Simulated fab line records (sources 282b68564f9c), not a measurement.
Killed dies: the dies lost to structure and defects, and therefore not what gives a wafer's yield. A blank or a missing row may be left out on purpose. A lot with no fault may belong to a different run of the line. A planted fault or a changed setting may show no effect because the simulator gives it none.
fab line records | flow rit_cmos
record lots=6 | wafers=18 | last_day=7
route steps=202 shown GATE@77 FOX2@80 M1@202
lots that met no fault: taken from a fault-free run of the same line
start_h: start of the lot's first displayed wafer, in hours after the record's first day | wait_h: hours elapsed since this lot's preceding step | " repeats the value in the row above | L1.1+2: several wafers, shown together as one row | - no value, or no start given | * or withheld: withheld | < > ~ a bound
route shown NAME@n: names a module that has steps shown in the file, with the first one's number in the route | usual: the fault-free wafers' mean and standard deviation | same: alike in all rows | chamber/n: place in a boat | sites: the reading at each site | _std_site: the values' standard deviation | _edge_site: mean of outer sites minus mean of inner sites | radius_mm: how far each site lies from the wafer's centre | mask NAME#n: copy n | behind: the last tool/chamber to shape the wafer | hold: why the lot was held/for how many hours/how that ended | device: names the non-switching transistor (n, p or np) | end of line: the same wafers' tests at the end of the route | a step without rows: its recipe alone | killed: not the wafer's yield, but the dies lost to structure and defects at the first sort | map: per-die view of a wafer (x killed, . not killed, _ where there is no die)
set.NAME: the setting the step ran with; set.NAME@STEP: the setting that earlier step ran with | model.NAME: the simulator's own value behind a step, which no gauge read
lots at selected steps of the route; one table per step, one row per wafer
services: the hour from which a tool's chamber was out of use, counted from the record's first day as start_h (under 0 if before that day), plus the number of hours and why
## steps
# step RIT_GATE_CLEAN_02
# recipe chemistry=dHF | dilution=50:1 | time_s=30
# step RIT_GATE_CLEAN_03
# recipe chemistry=SC2 | mix=3:3:50 | time_s=600 | temp_c=75 | dry=n2_spin
# step RIT_GATE_CLEAN_04
# recipe chemistry=dHF | dilution=50:1 | time_s=60 | dry=n2_spin
# step RIT_FOX2_THK_MEAS_91
# recipe reads=SiO2_of_FOX2_OXIDATION_00
# usual FIELD_OXIDE_LEFT_2_THK=257/6.4
lot.wafer | tool          | chamber | start_h | wait_h | FIELD_OXIDE_LEFT_2_THK[nm]
L624.3    | film_metro-04 | -       | 66.76   | 0.0    | 252
L624.4    | "             | -       | "       | "      | 257
L624.6    | "             | -       | "       | "      | 253
L628.3    | film_metro-04 | -       | 87.31   | 0.0    | 260
L628.4    | "             | -       | "       | "      | 263
L628.6    | "             | -       | "       | "      | 255
L633.2    | film_metro-01 | -       | 113.92  | 0.0    | 263
L633.4    | "             | -       | "       | "      | 265
L633.5    | "             | -       | "       | "      | 262
L634.3    | film_metro-04 | -       | 118.13  | 0.0    | 265
L634.4    | "             | -       | "       | "      | 264
L634.5    | "             | -       | "       | "      | 259
L635.1    | film_metro-01 | -       | 127.03  | 0.0    | 269
L635.4    | "             | -       | "       | "      | 265
L635.6    | "             | -       | "       | "      | 268
L637.1    | film_metro-04 | -       | 132.65  | 0.0    | 253
L637.2    | "             | -       | "       | "      | 264
L637.3    | "             | -       | "       | "      | 261
# step RIT_GATE_OXIDATION_05
# recipe temp_c=900 | ambient=O2 | target_thk_a=30 | ox_time_s=270
# step RIT_GATE_ANNEAL_06
# recipe temp_c=900 | time_s=600 | ambient=N2O
# step RIT_GATE_THK_MEAS_07
# recipe reads=SiO2_of_GATE_OXIDATION_05
# usual GATE_OXIDE_THK=3.02/0.075
lot.wafer | tool          | chamber | start_h | wait_h | GATE_OXIDE_THK[nm]
L624.3    | film_metro-01 | -       | 69.51   | 0.0    | 3.06
L624.4    | "             | -       | "       | "      | 3.02
L624.6    | "             | -       | "       | "      | 3.03
L628.3    | film_metro-04 | -       | 89.07   | 0.0    | 2.90
L628.4    | "             | -       | "       | "      | 2.94
L628.6    | "             | -       | "       | "      | 2.96
L633.2    | film_metro-04 | -       | 115.33  | 0.0    | 3.02
L633.4    | "             | -       | "       | "      | 3.04
L633.5    | "             | -       | "       | "      | 2.96
L634.3    | film_metro-01 | -       | 119.52  | 0.0    | 3.01
L634.4    | "             | -       | "       | "      | 2.99
L634.5    | "             | -       | "       | "      | 3.03
L635.1    | film_metro-04 | -       | 128.41  | 0.0    | 3.21
L635.4    | "             | -       | "       | "      | 3.19
L635.6    | "             | -       | "       | "      | 3.18
L637.1    | film_metro-04 | -       | 134.04  | 0.0    | 3.12
L637.2    | "             | -       | "       | "      | 3.06
L637.3    | "             | -       | "       | "      | 3.04
# step RIT_GATE_CVD_08
# recipe material=poly-Si | target_thk_nm=250 | temp_c=610 | precursor=SiH4 | time_s=2220 | pressure_mtorr=300 | sih4_flow_sccm=100
# step RIT_GATE_THK_MEAS_09
# recipe reads=poly-Si_of_GATE_CVD_08
# usual GATE_POLY_THK=249.3/2.6
lot.wafer | tool          | chamber | start_h | wait_h | GATE_POLY_THK[nm]
L624.3    | film_metro-01 | -       | 71.18   | 0.0    | 243.9
L624.4    | "             | -       | "       | "      | 244.7
L624.6    | "             | -       | "       | "      | 241.6
L628.3    | film_metro-01 | -       | 90.75   | 0.0    | 250.5
L628.4    | "             | -       | "       | "      | 249.3
L628.6    | "             | -       | "       | "      | 247.9
L633.2    | film_metro-01 | -       | 117.01  | 0.0    | 249.0
L633.4    | "             | -       | "       | "      | 246.7
L633.5    | "             | -       | "       | "      | 248.0
L634.3    | film_metro-01 | -       | 121.19  | 0.0    | 250.5
L634.4    | "             | -       | "       | "      | 248.1
L634.5    | "             | -       | "       | "      | 249.9
L635.1    | film_metro-01 | -       | 130.09  | 0.0    | 250.5
L635.4    | "             | -       | "       | "      | 250.7
L635.6    | "             | -       | "       | "      | 250.4
L637.1    | film_metro-01 | -       | 135.71  | 0.0    | 255.0
L637.2    | "             | -       | "       | "      | 254.3
L637.3    | "             | -       | "       | "      | 254.0
# step RIT_GATE_HMDS_10
# recipe prime_time_s=60 | prime_temp_c=140
# step RIT_GATE_COAT_11
# recipe resist=NOVOLAK | spin_rpm=4196 | resist_thk_nm=850
# step RIT_GATE_SOFTBAKE_12
# recipe resist=NOVOLAK | temp_c=90 | time_s=60
# step RIT_GATE_EXPOSE_13
# recipe mask_id=M6 | na=0.6 | source_shape=conventional | sigma_outer=0.6 | target_cd_nm=150 | dose_mj=380
# same sigma_outer=0.6
lot.wafer  | tool             | chamber | start_h | wait_h | mask | model.GATE.overlay_x_nm
L624.3+4+6 | iline_stepper-02 | 0       | 71.84   | 0.2    | M6#0 | 0.1983
L628.3+4+6 | iline_stepper-01 | 0       | 91.28   | 0.1    | M6#0 | 0.271
L633.2+4+5 | iline_stepper-02 | 0       | 117.53  | 0.1    | M6#0 | 111.7
L634.3+4+5 | iline_stepper-01 | 0       | 121.85  | 0.2    | M6#0 | 1.56
L635.1+4+6 | iline_stepper-02 | 0       | 130.89  | 0.4    | M6#0 | 111.8
L637.1+2+3 | iline_stepper-01 | 0       | 136.22  | 0.1    | M6#0 | 1.093
# step RIT_GATE_PEB_14
# recipe resist=NOVOLAK | temp_c=withheld | time_s=withheld
# step RIT_GATE_DEVELOP_15
# recipe resist=NOVOLAK | develop_time_s=50 | dev_temp_c=23
# step RIT_GATE_CD_MEAS_16
# recipe target_cd_nm=150
# usual cd_nm=151.2/2.6
lot.wafer | tool      | chamber | start_h | wait_h | cd_nm
L624.3    | cd_sem-02 | -       | 72.24   | -      | 149.6
L624.4    | "         | -       | "       | "      | 153.0
L624.6    | "         | -       | "       | "      | 152.3
L628.3    | cd_sem-01 | -       | 91.68   | -      | 150.0
L628.4    | "         | -       | "       | "      | 151.4
L628.6    | "         | -       | "       | "      | 148.4
L633.2    | cd_sem-01 | -       | 117.93  | -      | 149.3
L633.4    | "         | -       | "       | "      | 151.1
L633.5    | "         | -       | "       | "      | 152.8
L634.3    | cd_sem-02 | -       | 122.25  | -      | 153.8
L634.4    | "         | -       | "       | "      | 152.7
L634.5    | "         | -       | "       | "      | 154.3
L635.1    | cd_sem-01 | -       | 131.29  | -      | 153.3
L635.4    | "         | -       | "       | "      | 151.3
L635.6    | "         | -       | "       | "      | 151.1
L637.1    | cd_sem-02 | -       | 136.62  | -      | 147.7
L637.2    | "         | -       | "       | "      | 149.4
L637.3    | "         | -       | "       | "      | 147.0
# step RIT_GATE_OVL_MEAS_17
# usual GATE_OVL=0.2/1.3
lot.wafer | tool       | chamber | start_h | wait_h | hold                     | GATE_OVL[nm]
L624.3    | overlay-02 | -       | 72.33   | 0.1    | -                        | -1.4
L624.4    | "          | -       | "       | "      | -                        | -2.6
L624.6    | "          | -       | "       | "      | -                        | -1.0
L628.3    | overlay-02 | -       | 91.77   | 0.1    | -                        | -0.1
L628.4    | "          | -       | "       | "      | -                        | 0.0
L628.6    | "          | -       | "       | "      | -                        | -0.3
L633.2    | overlay-02 | -       | 118.03  | 0.1    | await_dispo/0.2h/release | 113.1
L633.4    | "          | -       | "       | "      | await_dispo/0.2h/release | 111.4
L633.5    | "          | -       | "       | "      | await_dispo/0.2h/release | 112.9
L633.2    | overlay-02 | -       | 118.24  | 0.2    | -                        | 112.5
L633.4    | "          | -       | "       | "      | -                        | 110.2
L633.5    | "          | -       | "       | "      | -                        | 112.3
L634.3    | overlay-01 | -       | 122.34  | 0.1    | -                        | 0.7
L634.4    | "          | -       | "       | "      | -                        | 0.4
L634.5    | "          | -       | "       | "      | -                        | 0.7
L635.1    | overlay-02 | -       | 131.41  | 0.1    | await_dispo/0.2h/release | 112.9
L635.4    | "          | -       | "       | "      | await_dispo/0.2h/release | 112.4
L635.6    | "          | -       | "       | "      | await_dispo/0.2h/release | 113.1
L635.1    | overlay-02 | -       | 131.61  | 0.2    | -                        | 112.4
L635.4    | "          | -       | "       | "      | -                        | 112.5
L635.6    | "          | -       | "       | "      | -                        | 112.3
L637.1    | overlay-02 | -       | 136.74  | 0.1    | -                        | 0.0
L637.2    | "          | -       | "       | "      | -                        | 0.8
L637.3    | "          | -       | "       | "      | -                        | 0.4
# step RIT_M1_PROBE_99
# usual defect_limited_yield=97.4/1.2 | killed_at_front_end=7/3.1 | killed_dies=7/3.1 | killed_open=3.6/2.1 | killed_short=3.2/2 | sort_bin_3_pad_short=0.1/0.2 | sort_bin_5_function=1.4/0.8 | sort_bin_6_memory=1.0/0.72 | sort_n_pass=257/3.1 | sort_yield_pct=97.4/1.2
# same gross_dies=264 | killed_at_M0_to_M3=0 | killed_at_M4_up=0 | killed_at_back_side=0 | killed_at_contacts=0 | killed_at_other=0
lot.wafer | tool      | chamber | start_h | wait_h | defect_limited_yield[%] | killed_at_front_end | killed_dies | killed_open | killed_short | sort_bin_3_pad_short[%] | sort_bin_5_function[%] | sort_bin_6_memory[%] | sort_n_pass | sort_yield_pct[%]
L624.3    | prober-01 | -       | 95.23   | 0.2    | 97.3                    | 7                   | 7           | 4           | 3            | 0                       | 1.9                    | 0.8                  | 257         | 97.3
L624.4    | prober-01 | -       | 95.28   | 0.2    | 98.1                    | 5                   | 5           | 4           | 1            | 0                       | 1.1                    | 0.8                  | 259         | 98.1
L624.6    | prober-01 | -       | 95.38   | 0.2    | 97.7                    | 6                   | 6           | 3           | 3            | 0.4                     | 1.1                    | 0.8                  | 258         | 97.7
L628.3    | prober-01 | -       | 115.21  | 0.2    | 95.8                    | 11                  | 11          | 8           | 3            | 0                       | 3.4                    | 0.8                  | 253         | 95.8
L628.4    | prober-01 | -       | 115.26  | 0.2    | 95.8                    | 11                  | 11          | 6           | 5            | 0.4                     | 2.7                    | 1.1                  | 253         | 95.8
L628.6    | prober-01 | -       | 115.36  | 0.2    | 97.7                    | 6                   | 6           | 2           | 4            | 0                       | 1.1                    | 1.1                  | 258         | 97.7
L634.3    | prober-01 | -       | 144.39  | 0.2    | 97.0                    | 8                   | 8           | 4           | 4            | 0                       | 1.5                    | 1.5                  | 256         | 97.0
L634.4    | prober-01 | -       | 144.44  | 0.2    | 96.6                    | 9                   | 9           | 4           | 5            | 0                       | 2.7                    | 0.8                  | 255         | 96.6
L634.5    | prober-01 | -       | 144.49  | 0.2    | 98.9                    | 3                   | 3           | 2           | 1            | 0                       | 0.8                    | 0.4                  | 261         | 98.9
L637.1    | prober-02 | -       | 157.48  | 0.1    | 98.1                    | 5                   | 5           | 3           | 2            | 0                       | 0.4                    | 1.5                  | 259         | 98.1
L637.2    | prober-02 | -       | 157.53  | 0.1    | 97.7                    | 6                   | 6           | 2           | 4            | 0                       | 1.1                    | 1.1                  | 258         | 97.7
L637.3    | prober-02 | -       | 157.58  | 0.2    | 95.5                    | 12                  | 12          | 6           | 6            | 0                       | 2.3                    | 2.3                  | 252         | 95.5
# killed by level:class
L624.3 GATE:geometric_particle:short=3 FOX2:geometric_particle:open=2 SPACER:geometric_particle:open=1 SILICIDE:geometric_particle:open=1
L624.4 GATE:geometric_particle:open=2 FOX1:geometric_particle:short=1 REOX:geometric_particle:open=1 SPACER:geometric_particle:open=1
L624.6 GATE:geometric_particle:open=2 GATE:geometric_particle:short=2 REOX:geometric_particle:short=1 SPACER:geometric_particle:open=1
L628.3 FOX1:geometric_particle:open=4 GATE:geometric_particle:open=2 REOX:geometric_particle:short=2 FOX2:geometric_particle:short=1 SPACER:geometric_particle:open=1 SILICIDE:geometric_particle:open=1
L628.4 GATE:geometric_particle:short=3 FOX1:geometric_particle:open=2 REOX:geometric_particle:open=2 FOX1:geometric_particle:short=1 GATE:geometric_particle:open=1 SILICIDE:geometric_particle:open=1 SILICIDE:geometric_particle:short=1
L628.6 GATE:geometric_particle:short=1 GATE:geometric_particle:open=1 REOX:geometric_particle:short=1 SPACER:geometric_particle:open=1 SPACER:geometric_particle:short=1 SILICIDE:geometric_particle:short=1
L634.3 GATE:geometric_particle:short=2 FOX2:geometric_particle:open=1 GATE:geometric_particle:open=1 REOX:geometric_particle:open=1 REOX:geometric_particle:short=1 SPACER:geometric_particle:open=1 SILICIDE:geometric_particle:short=1
L634.4 SPACER:geometric_particle:short=3 SPACER:geometric_particle:open=2 FOX1:geometric_particle:open=1 FOX2:geometric_particle:short=1 FOX2:geometric_particle:open=1 GATE:geometric_particle:short=1
L634.5 FOX1:geometric_particle:short=1 GATE:geometric_particle:open=1 SPACER:geometric_particle:open=1
L637.1 GATE:geometric_particle:open=2 GATE:geometric_particle:short=1 REOX:geometric_particle:short=1 SILICIDE:geometric_particle:open=1
L637.2 FOX2:geometric_particle:short=2 FOX2:geometric_particle:open=1 GATE:geometric_particle:open=1 REOX:geometric_particle:short=1 SPACER:geometric_particle:short=1
L637.3 FOX1:geometric_particle:open=3 REOX:geometric_particle:short=3 GATE:geometric_particle:open=2 FOX1:geometric_particle:short=1 REOX:geometric_particle:open=1 SPACER:geometric_particle:short=1 SILICIDE:geometric_particle:short=1
## services
tool             | chamber | start_h | hours | kind
iline_stepper-01 | -       | 130.32  | 1.7   | pm
## key
first_sign step=RIT_GATE_OVL_MEAS_17 | reading=visit | direction=added
effect step=RIT_GATE_OVL_MEAS_17 | reading=GATE_OVL | direction=up | sigmas=86 | usual=0.2 | struck=112.6
model_effect step=RIT_GATE_EXPOSE_13 | value=GATE.overlay_x_nm | without=-0.2198 | struck=111.8
met_at RIT_GATE_EXPOSE_13
struck_wafers L633.2,L633.4,L633.5,L635.1,L635.4,L635.6
scrapped_behind RIT_GATE_OVL_MEAS_17 L633.2,L633.4,L633.5,L635.1,L635.4,L635.6
onset_between 71.84 117.53
fault kind=scanner_matching_overlay | tool=iline_stepper-02 | chamber=- | onset_h=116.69 | steps=RIT_GATE_EXPOSE_13 | offset=111.98
